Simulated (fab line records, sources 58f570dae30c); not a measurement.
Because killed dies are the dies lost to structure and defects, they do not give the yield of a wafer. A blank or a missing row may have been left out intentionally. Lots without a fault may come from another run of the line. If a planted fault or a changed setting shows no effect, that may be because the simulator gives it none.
Tool commonality check	flow berkeley_cmos170	Sample size 14 lots and 48 wafers

== WHY THIS WAS OPENED ==
UCB170_SILICIDE_RS_MEAS_02, reading SILICIDE_TI_RS: flagged on 2 of 14 lots. No-fault wafers: 26.1 ohm/sq, standard deviation 0.35.
Rule: flag the lot when none of its wafers has a number, or when each of its wafers that has one lies beyond 4 standard deviations from that mean. As for the other lots, they are considered sound.

lot	measured	on	SILICIDE_TI_RS (ohm/sq), wafer by wafer	flag
L373	day 7 14:23	film_metro-02	26.1 26.1 26.4	
L374	day 7 14:56	film_metro-02	25.7 25.7 25.5	
L375	day 7 15:04	film_metro-04	26.9 26.6 26.5	
L376	day 8 14:53	film_metro-02	26.2 26.3 26.4	
L377	day 8 15:09	film_metro-04	25.7 25.9 25.8	
L379	day 8 15:26	film_metro-02	25.8 25.6 25.8	
L378	day 8 16:01	film_metro-03	26.3 26.1 26.0	
L381	day 9 10:49	film_metro-02	25.6 25.8 25.6	
L382	day 9 10:56	film_metro-04	25.6 25.7 25.6	
L384	day 10 08:15	film_metro-03	25.9 25.5 25.6	
L390	day 11 07:45	film_metro-02	16.4 16.4 16.3 16.5 16.5 16.4	FLAGGED
L389	day 11 20:56	film_metro-04	16.5 16.5 16.7 16.6 16.6 16.8	FLAGGED
L395	day 12 23:56	film_metro-02	26.0 26.0 26.1	
L396	day 13 00:58	film_metro-04	26.8 27.0 26.8	
On average the flagged lots' numbers are 16.5 ohm/sq, which is -9.6 ohm/sq against the usual, or -27 standard deviations.

== EACH LOT AND THE TOOL IT RAN ON ==
Before the reading, the record contains 2 process steps out of a 331-step route. Each cell gives the tool, then ch followed by the chambers the sampled wafers passed through, then the start.
lot	flag	UCB170_NSD_STRIP_09	UCB170_SILICIDE_SPUTTER_01
L373		plasma_asher-04 ch 0,1, day 7 12:23	pvd_sputter-01, day 7 14:19
L374		plasma_asher-04 ch 0,1, day 7 12:55	pvd_sputter-02, day 7 14:52
L375		plasma_asher-01 ch 0,1, day 7 13:04	pvd_sputter-01, day 7 15:02
L376		plasma_asher-02 ch 0,1, day 8 12:33	pvd_sputter-01, day 8 14:47
L377		plasma_asher-01 ch 0,1, day 8 13:15	pvd_sputter-02, day 8 15:07
L379		plasma_asher-04 ch 0,1, day 8 13:17	pvd_sputter-03, day 8 15:25
L378		plasma_asher-01 ch 0,1, day 8 13:44	pvd_sputter-01, day 8 15:59
L381		plasma_asher-01 ch 0,1, day 9 06:49	pvd_sputter-01, day 9 10:46
L382		plasma_asher-02 ch 0,1, day 9 07:11	pvd_sputter-03, day 9 10:54
L384		plasma_asher-02 ch 0,1, day 10 05:17	pvd_sputter-03, day 10 08:12
L390	FLAGGED	plasma_asher-04 ch 0,1, day 11 05:43	pvd_sputter-03, day 11 07:43
L389	FLAGGED	plasma_asher-02 ch 0,1, day 11 18:44	pvd_sputter-03, day 11 20:54
L395		plasma_asher-04 ch 0,1, day 12 22:06	pvd_sputter-01, day 12 23:53
L396		plasma_asher-04 ch 0,1, day 12 22:32	pvd_sputter-01, day 13 00:55
What is done by these steps:
- UCB170_NSD_STRIP_09: strips in O2.
- UCB170_SILICIDE_SPUTTER_01: material Ti, target thk 30 nm, time 25 s.
- UCB170_SILICIDE_RS_MEAS_02: measures by four-point-probe.

== FLAGGED OVER TOTAL, TOOL BY TOOL (the gauges that took the reading come last) ==
step	tool	lots run	flagged	share of the flagged lots	sound lots run after its first flagged lot
UCB170_NSD_STRIP_09	plasma_asher-01	4	0	none	-
UCB170_NSD_STRIP_09	plasma_asher-02	4	1	some	0
UCB170_NSD_STRIP_09	plasma_asher-04	6	1	some	2 (L395,L396)
UCB170_SILICIDE_SPUTTER_01	pvd_sputter-01	7	0	none	-
UCB170_SILICIDE_SPUTTER_01	pvd_sputter-02	2	0	none	-
UCB170_SILICIDE_SPUTTER_01	pvd_sputter-03	5	2	all	0
UCB170_SILICIDE_RS_MEAS_02	film_metro-02	7	1	some	1 (L395)
UCB170_SILICIDE_RS_MEAS_02	film_metro-03	2	0	none	-
UCB170_SILICIDE_RS_MEAS_02	film_metro-04	5	1	some	1 (L396)

== WHAT THE TABLE PERMITS ==
1 row of the table ran every flagged lot: pvd_sputter-03 at UCB170_SILICIDE_SPUTTER_01.
- pvd_sputter-03 at UCB170_SILICIDE_SPUTTER_01 ran 5 lots, 2 of them flagged. Last sound lot L384 at day 10 08:12, first flagged lot L390 at day 11 07:43; a fault beginning in between fits.
Left over: one tool, pvd_sputter-03 at UCB170_SILICIDE_SPUTTER_01.

== WHAT WAS PUT IN BY THE SIMULATOR ==
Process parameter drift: pvd_sputter-03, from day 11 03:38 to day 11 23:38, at UCB170_SILICIDE_SPUTTER_01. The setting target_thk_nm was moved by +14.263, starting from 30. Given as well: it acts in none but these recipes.
Shown lots that were struck: L390, L389. The same result came from the rule above.
